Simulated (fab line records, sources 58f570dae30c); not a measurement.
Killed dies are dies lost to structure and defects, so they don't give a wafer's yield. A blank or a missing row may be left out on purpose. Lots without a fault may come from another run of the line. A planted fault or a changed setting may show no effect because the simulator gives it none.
A struck lot beside a sound one | flow berkeley_cmos170 | 14 steps out of a route of 331
Sound: wafers L568.1, L568.2, L568.6. Struck: wafers L560.3, L560.4, L560.5. The cause comes at the end.
At each step with rows: each side's tool, then ch and its chambers, then its first start. Under that, the readings that differ: sound wafers | struck wafers | difference of the means | sigmas: that difference in standard deviations of wafers without a fault.
alike: readings whose means differ by less than 2 such deviations, and words and numbers that are the same on both sides. not compared: withheld readings, readings that some wafer has no value for, bounds like >300 that may hide the same value, and numbers for which the record gives no deviation and whose values overlap.
The two part at a step that has a row with sigmas, a row that says differs or no value, or rows on one side only. Numbers that don't overlap but have no deviation are shown without sigmas and don't part them. A reading that every wafer of one side lacks parts them only if that side has two wafers or more.

first, 5 steps without rows for these wafers: UCB170_WELLDRIVE_ANNEAL_03 (time 900 s); UCB170_WELLDRIVE_WET_ETCH_04 (etches SiO2 in BOE, time 120 s); UCB170_ACTIVE_CLEAN_00 (cleans in SPM, time 600 s); UCB170_ACTIVE_CLEAN_01 (cleans in dHF, time 60 s); UCB170_ACTIVE_OXIDATION_02 (target thk 26.4 nm, ox time 1260 s).
UCB170_ACTIVE_THK_MEAS_03:
  sound on film_metro-02, day 7 14:05; struck on film_metro-03, day 5 14:41
  alike: ACTIVE_OXIDE_THK
then, 2 steps without rows for these wafers: UCB170_ACTIVE_ANNEAL_04 (time 900 s); UCB170_ACTIVE_CVD_05 (deposits Si3N4 from SiH2Cl2/NH3, target thk 220 nm, time 3300 s).
UCB170_ACTIVE_THK_MEAS_06:
  sound on film_metro-03, day 7 20:49; struck on film_metro-04, day 5 23:41
  alike: ACTIVE_NITRIDE_THK
then, 2 steps without rows for these wafers: UCB170_ACTIVE_HMDS_07 (prime time 60 s); UCB170_ACTIVE_COAT_08 (resist thk 900 nm).
UCB170_ACTIVE_SOFTBAKE_09: time 60.94 s.
  sound on litho_track-04 ch 0, day 7 21:11; struck on litho_track-02 ch 0, day 6 00:04
  alike: plate_sensor_t_centre_C, plate_sensor_t_edge_C
UCB170_ACTIVE_EXPOSE_10: exposes mask ACTIVE, target cd 1200 nm.
  sound on krf_scanner-01 ch 0, day 7 21:27; struck on krf_scanner-01, day 6 00:23
  no value came back on the struck wafers for exposure_dose_mJ_cm2, focus_offset_nm (nm), sigma_outer; on the sound wafers exposure_dose_mJ_cm2 reads 19.980 19.993 19.978
  alike: mask
then, 1 step without rows for these wafers: UCB170_ACTIVE_PEB_11.

WHERE THEY PART
Only at UCB170_ACTIVE_EXPOSE_10, within this record.

WHY: what the simulator had put in
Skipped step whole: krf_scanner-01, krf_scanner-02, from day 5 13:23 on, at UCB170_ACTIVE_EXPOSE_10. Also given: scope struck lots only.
